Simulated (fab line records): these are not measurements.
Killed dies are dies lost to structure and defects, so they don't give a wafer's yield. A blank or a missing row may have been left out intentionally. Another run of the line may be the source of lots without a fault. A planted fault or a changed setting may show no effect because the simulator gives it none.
2 desks looking at one fault | flow berkeley-cmos170 | each desk has only its own numbers; what lay behind them comes last

DESK OF THE TOOL OWNER: plasma-asher-01
The tool's own readings at UCB170_M2_STRIP_07 (strips in O2): means of the sampled wafers that have a number, for each lot that ran on this tool. If a lot's mean is further than 4 standard deviations from the usual mean, the lot is out of limits and carries the mark OUT (the distance appears in the brackets).
Columns: A = drypump-motor-current-A at UCB170_M2_STRIP_07, usual 5.48 A; B = o2-flow-sccm at UCB170_M2_STRIP_07, usual 399.9 sccm; C = oes-product-au at UCB170_M2_STRIP_07, usual 0.734 a.u.; D = strip-time-to-endpoint-s at UCB170_M2_STRIP_07, usual 21.93 s
lot  | first seen here | A    | B               | C                | D
L740 | day 9 01:51     | 5.27 | 399.8           | 0.733            | 21.94
L744 | day 10 00:18    | 5.55 | 399.3           | 0.735            | 21.88
L751 | day 10 22:37    | 5.33 | 318.5 (-74) OUT | 0.717            | 22.72 (+13) OUT
L747 | day 10 23:00    | 5.80 | 319.1 (-73) OUT | 0.714 (-4.4) OUT | 22.73 (+13) OUT
L759 | day 13 12:20    | 5.56 | 399.5           | 0.733            | 21.93
L761 | day 13 12:46    | 5.54 | 399.9           | 0.734            | 21.99
This desk's verdict: out of limits on L747, L751, starting with L751 at day 10 22:37 (o2-flow-sccm at UCB170_M2_STRIP_07). L740, L744, L759, L761 stayed within limits.

AT THE METROLOGY DESK
Means of the sampled wafers that have a number, per lot and without regard to the tool the lot ran on: this is what the gauges read. If a lot's mean is further than 4 standard deviations from the usual mean, the lot is out of limits and carries the mark OUT (the distance appears in the brackets).
Columns: A = cd-nm at UCB170_M2_CD_MEAS_90, usual 700 nm
lot  | first seen here | A
L739 | day 8 15:11     | 704
L740 | day 9 05:29     | 705
L741 | day 9 08:50     | 699
L742 | day 9 09:13     | 698
L744 | day 10 03:26    | 697
L746 | day 10 03:59    | 700
L751 | day 11 00:47    | 700
L747 | day 11 01:14    | 700
L757 | day 12 06:31    | 704
L758 | day 12 14:46    | 702
L760 | day 13 14:24    | 701
L759 | day 13 15:02    | 699
L762 | day 13 15:02    | 698
L761 | day 13 15:11    | 701
This desk's finding: nothing out of limits on any of the 14 lots.

ALL TOGETHER
The tool owner's desk had the chance to raise an alarm at day 10 22:37 on L747, L751.
Metrology desk: nothing out of limits seen.
The metrology desk has L747, L751 on record, within its limits.
On plasma-asher-01, each named lot ran UCB170_M2_STRIP_07.

WHAT HAD BEEN PUT IN BY THE SIMULATOR
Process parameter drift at UCB170_M2_STRIP_07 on plasma-asher-01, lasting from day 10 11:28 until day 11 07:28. Setting o2-flow-sccm, moved by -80, from 400. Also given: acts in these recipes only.
Shown lots that were struck: L747, L751.
Each desk's first reading out of limits, in hours after the fault started: the tool owner's desk, 11.
